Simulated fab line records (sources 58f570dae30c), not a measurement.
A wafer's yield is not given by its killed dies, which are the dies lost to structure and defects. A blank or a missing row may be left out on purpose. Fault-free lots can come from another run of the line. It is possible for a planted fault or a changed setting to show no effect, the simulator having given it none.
Which of the tools did it? | flow berkeley_cmos170 | 21 wafers from 7 lots sampled at 3 of the route's 331 steps

WHAT THE GAUGES SHOWED, per wafer
UCB170_NSD_OVL_MEAS_07.
lot  | measured     | on         | NSD_OVL (nm)
L455 | day 7 00:19  | overlay-02 | -10 -7 -5
L457 | day 7 12:51  | overlay-01 | 1 1 -6
L462 | day 8 15:52  | overlay-01 | 0 1 1
L465 | day 8 21:06  | overlay-01 | -155 -153 -159
L467 | day 9 16:50  | overlay-01 | -162 -159 -158
L470 | day 10 08:58 | overlay-01 | -1 -11 0
L473 | day 10 14:37 | overlay-02 | 4 2 4

EACH LOT AND THE TOOL THAT RAN IT (in order: tool; ch and the chambers of the sampled wafers; start)
lot  | UCB170_ZERO_STRIP_07                | UCB170_NSD_EXPOSE_03
L455 | plasma_asher-01 ch 0,1, day 2 04:17 | krf_scanner-02 ch 0, day 6 23:44
L457 | plasma_asher-02 ch 0, day 2 17:59   | krf_scanner-02 ch 0, day 7 12:00
L462 | plasma_asher-01 ch 0,1, day 3 16:01 | krf_scanner-02 ch 0, day 8 15:02
L465 | plasma_asher-01 ch 0,1, day 4 06:55 | krf_scanner-01 ch 0, day 8 20:36
L467 | plasma_asher-02 ch 0,1, day 4 18:24 | krf_scanner-01 ch 0, day 9 16:07
L470 | plasma_asher-04 ch 0,1, day 5 11:14 | krf_scanner-02 ch 0, day 10 08:26
L473 | plasma_asher-04 ch 0,1, day 5 21:01 | krf_scanner-02 ch 0, day 10 14:03
- UCB170_ZERO_STRIP_07: strips in O2.
- UCB170_NSD_EXPOSE_03: exposes mask NSELECT MOD, target cd 1200 nm.

THE ANSWER, worked out from the rows above alone
Rule: the usual values come from the lots themselves. Put in order of their means at a reading, lots are off if they are a third of the lots or fewer, leave a main group of 4 or more, and stand apart from it by a gap of 3 or more times the standard deviation of the main group's means; of several such gaps the widest counts. If all means in a main group match to the digits the tables above print for the reading, that group is not used. Also off: a lot with no number at a reading for which 4 or more lots have one. Any other lot the step has rows for is counted as sound.
Off: L465, L467, seen at UCB170_NSD_OVL_MEAS_07 (NSD_OVL). The main group has a mean of -2 nm with a standard deviation of 3.7.
If a tool, at a process step before that reading, ran all the lots that are off and no sound lot after the first of them, it fits. The gauges at UCB170_NSD_OVL_MEAS_07 are tried like those tools. One candidate fits, namely krf_scanner-01 at UCB170_NSD_EXPOSE_03. It ran no sound lot before its first lot that is off in this sample, so the start can't be narrowed down.

WHAT THE SIMULATOR HAD PUT IN
Scanner matching overlay: krf_scanner-01, from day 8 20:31 on, at UCB170_NSD_EXPOSE_03. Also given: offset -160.
Struck lots among those shown: L465, L467. This agrees with what the rule above found.
